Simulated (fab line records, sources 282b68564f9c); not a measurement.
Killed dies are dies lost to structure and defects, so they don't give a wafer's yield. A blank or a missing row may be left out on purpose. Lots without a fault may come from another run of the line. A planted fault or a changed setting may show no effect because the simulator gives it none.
A struck lot beside a sound one | flow rit_cmos | 32 steps out of a route of 202
Sound: wafers L375.3, L375.4, L375.6. Struck: wafers L384.1, L384.2, L384.4. The cause comes at the end.
At each step with rows: each side's tool, then ch and its chambers, then its first start. Under that, the readings that differ: sound wafers | struck wafers | difference of the means | sigmas: that difference in standard deviations of wafers without a fault.
alike: readings whose means differ by less than 2 such deviations, and words and numbers that are the same on both sides. not compared: withheld readings, readings that some wafer has no value for, bounds like >300 that may hide the same value, and numbers for which the record gives no deviation and whose values overlap.
The two part at a step that has a row with sigmas, a row that says differs or no value, or rows on one side only. Numbers that don't overlap but have no deviation are shown without sigmas and don't part them. A reading that every wafer of one side lacks parts them only if that side has two wafers or more.

first, 2 steps without rows for these wafers: RIT_SPACER_CLEAN_02 (cleans in SC2, time 600 s); RIT_SPACER_CVD_03 (deposits Si3N4 from SiH2Cl2/NH3, target thk 250 nm, time 3300 s).
RIT_SPACER_THK_MEAS_04:
  sound on film_metro-04, day 3 23:56; struck on film_metro-03, day 5 19:20
  alike: SPACER_NITRIDE_THK
RIT_SPACER_ETCHBACK_05: etches Si3N4 in SF6/CHF3, stops on SiO2, target depth 250 nm, time 240 s.
  sound on rie_diel-02 ch 0,1, day 3 23:58; struck on rie_diel-02 ch 1,2,3, day 5 19:24
  alike: drypump_motor_current_A, oes_product_au, throttle_valve_pct
  not compared: rf_hours_counter_h
then, 6 steps without rows for these wafers: RIT_NSD_HMDS_00 (prime time 60 s); RIT_NSD_COAT_01 (resist thk 993.2 nm); RIT_NSD_SOFTBAKE_02 (time 60 s); RIT_NSD_EXPOSE_03 (exposes mask M9, target cd 40700 nm); RIT_NSD_PEB_04; RIT_NSD_DEVELOP_05 (develop time 50 s).
RIT_NSD_OVL_MEAS_06:
  sound on overlay-01, day 4 00:59; struck on overlay-02, day 5 20:31
  alike: NSD_OVL
then, 1 step without rows for these wafers: RIT_NSD_HARDBAKE_07 (time 60 s).
RIT_NSD_IMPLANT_08:
  sound on implanter-03 ch 0, day 4 01:12; struck on implanter-03 ch 0, day 5 20:43
  reading            | sound                           | struck                        | difference | sigmas
  dose_ions_cm2      | 9.995e+14 1.0004e+15 1.0005e+15 | 7.936e+14 7.929e+14 7.913e+14 | -2.075e+14 | -99 or more
  faraday_current_uA | 3129 3142 3011                  | 2568 2542 2471                | -567       | -10
RIT_NSD_STRIP_09: strips in O2, time 180 s.
  sound on plasma_asher-04 ch 0,1, day 4 01:22; struck on plasma_asher-03 ch 0,1, day 5 20:52
  reading                     | sound          | struck         | difference | sigmas
  drypump_motor_current_A (A) | 5.58 5.20 5.19 | 5.75 5.74 5.76 | +0.43      | +2
  not compared: rf_hours_counter_h
RIT_NSD_TW_MEAS_10:
  sound on film_metro-03, day 4 01:30; struck on film_metro-02, day 5 21:02
  reading | sound          | struck         | difference | sigmas
  NSD_TW  | 3195 3184 3196 | 2989 2985 2991 | -203       | -4
  not compared: hold
then, 5 steps without rows for these wafers: RIT_PSD_COAT_01 (resist thk 1000 nm); RIT_PSD_SOFTBAKE_02 (time 59.03 s); RIT_PSD_EXPOSE_03 (exposes mask M10, target cd 40900 nm); RIT_PSD_PEB_04; RIT_PSD_DEVELOP_05 (develop time 50 s).
RIT_PSD_OVL_MEAS_06:
  sound on overlay-02, day 4 02:24; struck on overlay-01, day 5 22:04
  alike: PSD_OVL
then, 2 steps without rows for these wafers: RIT_PSD_HARDBAKE_07 (time 60 s); RIT_PSD_IMPLANT_08.
RIT_PSD_STRIP_09: strips in O2, time 180 s.
  sound on plasma_asher-04 ch 0,1, day 4 02:47; struck on plasma_asher-03 ch 0,1, day 5 22:24
  alike: drypump_motor_current_A
  not compared: rf_hours_counter_h
RIT_PSD_TW_MEAS_10:
  sound on film_metro-03, day 4 02:55; struck on film_metro-03, day 5 22:35
  alike: PSD_TW
then, 3 steps without rows for these wafers: RIT_SDANNEAL_CLEAN_00 (cleans in SC1, time 600 s); RIT_SDANNEAL_CLEAN_01 (cleans in dHF, time 30 s); RIT_SDANNEAL_CLEAN_02 (cleans in SC2, time 600 s).
RIT_SDANNEAL_RTA_03: time 5 s.
  sound on rtp_anneal-01 ch 0, day 4 03:20; struck on rtp_anneal-01 ch 0, day 5 23:02
  alike: wafer_temp_C_max
RIT_SDANNEAL_RS_MEAS_04: measures by four-point-probe.
  sound on film_metro-03, day 4 03:25; struck on film_metro-02, day 5 23:06
  alike: PSD_RS
RIT_SDANNEAL_RS_MEAS_05: measures by four-point-probe.
  sound on film_metro-03, day 4 03:32; struck on film_metro-02, day 5 23:35
  reading         | sound             | struck               | difference | sigmas
  NSD_RS (ohm/sq) | 84.41 84.84 84.60 | 101.70 101.85 102.25 | +17.32     | +62
  not compared: hold
RIT_M1_PROBE_99:
  the record has rows for the sound wafers here (prober-02, day 4 10:56) and none for the struck ones

WHERE THEY PART
First at RIT_NSD_IMPLANT_08; last, within this record, at RIT_M1_PROBE_99.

WHY: what the simulator had put in
Process parameter drift: implanter-03, from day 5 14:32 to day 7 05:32, at RIT_NSD_IMPLANT_08. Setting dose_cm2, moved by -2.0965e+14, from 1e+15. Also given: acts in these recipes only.
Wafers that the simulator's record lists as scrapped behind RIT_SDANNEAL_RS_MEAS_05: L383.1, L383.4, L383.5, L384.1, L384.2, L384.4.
